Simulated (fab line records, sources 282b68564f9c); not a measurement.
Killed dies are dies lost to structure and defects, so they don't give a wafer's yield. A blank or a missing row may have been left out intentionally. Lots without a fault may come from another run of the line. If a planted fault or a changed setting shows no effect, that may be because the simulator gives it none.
Split-lot study | flow rit_cmos | 23 wafers read across 5 lots, on a route 202 steps long

ON THE SPLIT
At RIT_ACTIVE_SOFTBAKE_07 (time 60 s), the setting temp_c was moved away from the recipe's 90 C on 5 of the 23 wafers read, by +3.0% to +3.8%. This setting was run at the recipe's value on the other wafers.

The reading comes from the split's own step.

THE READING
NOVOLAK_of_ACTIVE_COAT_06.thk_nm (the simulator's own value, which no gauge read), in nm, at RIT_ACTIVE_SOFTBAKE_07 (time 60 s). The file gives no usual value for it. The 18 wafers here that ran the recipe average 999.6 nm, standard deviation 3.6 nm.

wafer  | tool, chamber at the split | temp_c as run, C | against the recipe | NOVOLAK_of_ACTIVE_COAT_06.thk_nm, nm | against lot-mates on the recipe
L075.2 | litho_track-02, 0          | 90               | recipe             | 996.5                                | -
L075.5 | litho_track-02, 0          | 90               | recipe             | 997.2                                | -
L075.6 | litho_track-02, 0          | 90               | recipe             | 995.6                                | -
L076.1 | litho_track-03, 0          | 90               | recipe             | 1004                                 | -
L076.2 | litho_track-03, 0          | 90               | recipe             | 1003                                 | -
L076.3 | litho_track-03, 0          | 90               | recipe             | 1003                                 | -
L076.5 | litho_track-03, 0          | 90               | recipe             | 1001                                 | -
L076.6 | litho_track-03, 0          | 90               | recipe             | 1005                                 | -
L080.2 | litho_track-04, 0          | 93.39            | +3.8%              | 995.2                                | -9.3
L080.3 | litho_track-04, 0          | 90               | recipe             | 1004                                 | -
L080.4 | litho_track-04, 0          | 90               | recipe             | 1005                                 | -
L080.5 | litho_track-04, 0          | 93.39            | +3.8%              | 992.2                                | -12.3
L080.6 | litho_track-04, 0          | 93.39            | +3.8%              | 995                                  | -9.5
L082.1 | litho_track-04, 0          | 92.67            | +3.0%              | 995.3                                | -4.3
L082.2 | litho_track-04, 0          | 90               | recipe             | 1000                                 | -
L082.3 | litho_track-04, 0          | 92.67            | +3.0%              | 994.7                                | -4.9
L082.4 | litho_track-04, 0          | 90               | recipe             | 997.7                                | -
L082.5 | litho_track-04, 0          | 90               | recipe             | 1001                                 | -
L083.1 | litho_track-02, 0          | 90               | recipe             | 996.6                                | -
L083.2 | litho_track-02, 0          | 90               | recipe             | 995.7                                | -
L083.3 | litho_track-02, 0          | 90               | recipe             | 996.4                                | -
L083.4 | litho_track-02, 0          | 90               | recipe             | 995.4                                | -
L083.5 | litho_track-02, 0          | 90               | recipe             | 994.9                                | -

THE FIT
A straight line over all 23 wafers: NOVOLAK_of_ACTIVE_COAT_06.thk_nm changes by -1.47 nm for each +1% of temp_c; r = -0.55; the points scatter about the line by 3.4 nm.
The same after taking each lot's own level away (the mean of its wafers on the recipe; 23 wafers): -2.41 nm for each +1%; r = -0.93; scatter 1.4 nm.
Per that fit: largest temp_c move, reading shift of 9.1 nm.
Across the lots, their own levels run from 995.80 to 1004.50 nm, a range of 2.4 times the standard deviation given above.
So the lot-to-lot level blurs the effect unless lot-mates are compared.
Check: with one of the wafers moved furthest among these (+3.8%) left out of the fit, the line predicts -8.95 nm for it against its lot-mates. It came out at -9.3 nm against them.

FURTHER SPLITS ON THESE WAFERS
Other splits were also applied to these wafers ahead of the reading. Each is held against what the fit with the lots' levels taken away leaves over:
other split on the same wafers    | wafers away from the commonest value | r with NOVOLAK_of_ACTIVE_COAT_06.thk_nm (lot level and that fit taken away)
RIT_ACTIVE_OXIDATION_01 ox_time_s | 18                                   | +0.35

FILE'S OWN FIT
NOVOLAK_of_ACTIVE_COAT_06.thk_nm changes by -2.31 nm for each +1% of temp_c, r = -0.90.
